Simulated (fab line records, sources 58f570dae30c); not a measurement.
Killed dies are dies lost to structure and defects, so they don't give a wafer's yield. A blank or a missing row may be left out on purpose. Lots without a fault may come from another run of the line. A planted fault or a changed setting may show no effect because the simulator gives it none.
Which tool did it? | flow berkeley_cmos170 | 14 lots, 42 wafers sampled, at 3 steps of a route of 331

WHAT THE GAUGES READ, wafer by wafer
UCB170_NSD_TW_MEAS_10.
lot  | measured     | on            | NSD_TW
L677 | day 7 00:32  | film_metro-04 | 4240 4217 4230
L679 | day 7 00:37  | film_metro-03 | 4159 4153 4129
L682 | day 7 12:59  | film_metro-04 | 4253 4216 4264
L681 | day 7 13:08  | film_metro-02 | 4207 4197 4206
L683 | day 7 21:41  | film_metro-03 | 4154 4182 4163
L686 | day 8 16:10  | film_metro-02 | 4200 4217 4236
L685 | day 8 16:35  | film_metro-04 | 4238 4211 4208
L688 | day 8 21:16  | film_metro-03 | 4210 4203 4184
L691 | day 9 17:07  | film_metro-03 | 4164 4162 4158
L694 | day 10 09:14 | film_metro-03 | 4207 4199 4215
L696 | day 10 14:43 | film_metro-02 | 4232 4231 4238
L699 | day 10 17:10 | film_metro-04 | 4232 4225 4248
L698 | day 10 17:33 | film_metro-04 | 4232 4233 4209
L700 | day 11 03:31 | film_metro-04 | 4245 4215 4224

UCB170_M3_OVL_MEAS_16.
lot  | measured     | on         | M3_OVL (nm)
L677 | day 7 23:40  | overlay-02 | 9 9 -1
L679 | day 7 23:54  | overlay-01 | 6 -4 6
L682 | day 8 16:04  | overlay-01 | -10 -5 -2
L681 | day 8 17:23  | overlay-01 | 0 -4 4
L683 | day 9 02:15  | overlay-01 | 7 8 7
L686 | day 9 20:24  | overlay-01 | -4 0 0
L685 | day 9 17:28  | overlay-02 | 1 -13 -9
L688 | day 10 00:44 | overlay-02 | -5 -3 -1
L691 | day 10 20:55 | overlay-01 | 6 -1 -3
L694 | day 11 10:25 | overlay-01 | -5 1 -7
L696 | day 11 22:45 | overlay-02 | 1 -10 0
L699 | day 11 22:17 | overlay-02 | -6 -4 -10
L698 | day 11 22:44 | overlay-01 | 4 -7 0
L700 | day 12 11:18 | overlay-01 | -5 1 -4

WHICH TOOL RAN EACH LOT (tool, then ch and the chambers of the sampled wafers, then the start)
lot  | UCB170_BACKSIDE_STRIP_03
L677 | plasma_asher-01 ch 0,1, day 7 01:14
L679 | plasma_asher-02 ch 0,1, day 7 01:22
L682 | plasma_asher-02 ch 0,1, day 7 14:00
L681 | plasma_asher-04 ch 0,1, day 7 14:04
L683 | plasma_asher-02 ch 0, day 7 22:46
L686 | plasma_asher-04 ch 0,1, day 8 17:11
L685 | plasma_asher-04 ch 0,1, day 8 18:01
L688 | plasma_asher-04 ch 0,1, day 8 22:47
L691 | plasma_asher-01 ch 0,1, day 9 18:04
L694 | plasma_asher-04 ch 0,1, day 10 09:56
L696 | plasma_asher-04 ch 0,1, day 10 15:56
L699 | plasma_asher-02 ch 0,1, day 10 18:07
L698 | plasma_asher-04 ch 0,1, day 10 18:36
L700 | plasma_asher-01 ch 0,1, day 11 04:35
- UCB170_BACKSIDE_STRIP_03: strips in O2.

WHAT THE TOOLS THEMSELVES READ (means of the sampled wafers that have a number; where no wafer has one, the mark that the record gives instead)
UCB170_BACKSIDE_STRIP_03.
lot  | tool            | drypump_motor_current_A (A) | oes_product_au (a.u.) | strip_time_to_endpoint_s (s)
L677 | plasma_asher-01 | 5.48                        | 0.737                 | 22.13
L679 | plasma_asher-02 | 5.51                        | 0.733                 | 22.05
L682 | plasma_asher-02 | 5.68                        | 0.731                 | 22.06
L681 | plasma_asher-04 | 5.95                        | 0.733                 | 21.92
L683 | plasma_asher-02 | 5.39                        | 0.737                 | 22.02
L686 | plasma_asher-04 | 5.94                        | 0.733                 | 21.99
L685 | plasma_asher-04 | 5.94                        | 0.734                 | 21.81
L688 | plasma_asher-04 | 6.05                        | 0.737                 | 22.10
L691 | plasma_asher-01 | 5.52                        | 0.736                 | 21.94
L694 | plasma_asher-04 | 6.04                        | 0.731                 | 21.98
L696 | plasma_asher-04 | 5.96                        | 0.729                 | 22.06
L699 | plasma_asher-02 | 5.65                        | 0.733                 | 21.91
L698 | plasma_asher-04 | 6.02                        | 0.732                 | 21.93
L700 | plasma_asher-01 | 5.52                        | 0.736                 | 21.84

THE ANSWER, worked out from the rows above alone
Rule: what is usual is taken from the lots themselves. Put in order of their means at a reading, lots are off if they are a third of the lots or fewer, leave a main group of 4 or more, and stand apart from it by a gap of 3 or more times the standard deviation of the main group's means; of several such gaps the widest counts. A main group whose means are all the same, to the digits that the tables above print for the reading, isn't used. A lot without any number at a reading at which 4 lots or more have one is off too. The other lots that the step has rows for count as sound. The gauges are gone through in route order, then the tools' own readings, and for those a lot's mean is taken as printed above. The first step at which some lot is off is used, and at that step the reading that is off furthest; a lot without a number counts as furthest.
No lot is off at any reading shown: from this, nothing can be told.

WHAT THE SIMULATOR HAD PUT IN
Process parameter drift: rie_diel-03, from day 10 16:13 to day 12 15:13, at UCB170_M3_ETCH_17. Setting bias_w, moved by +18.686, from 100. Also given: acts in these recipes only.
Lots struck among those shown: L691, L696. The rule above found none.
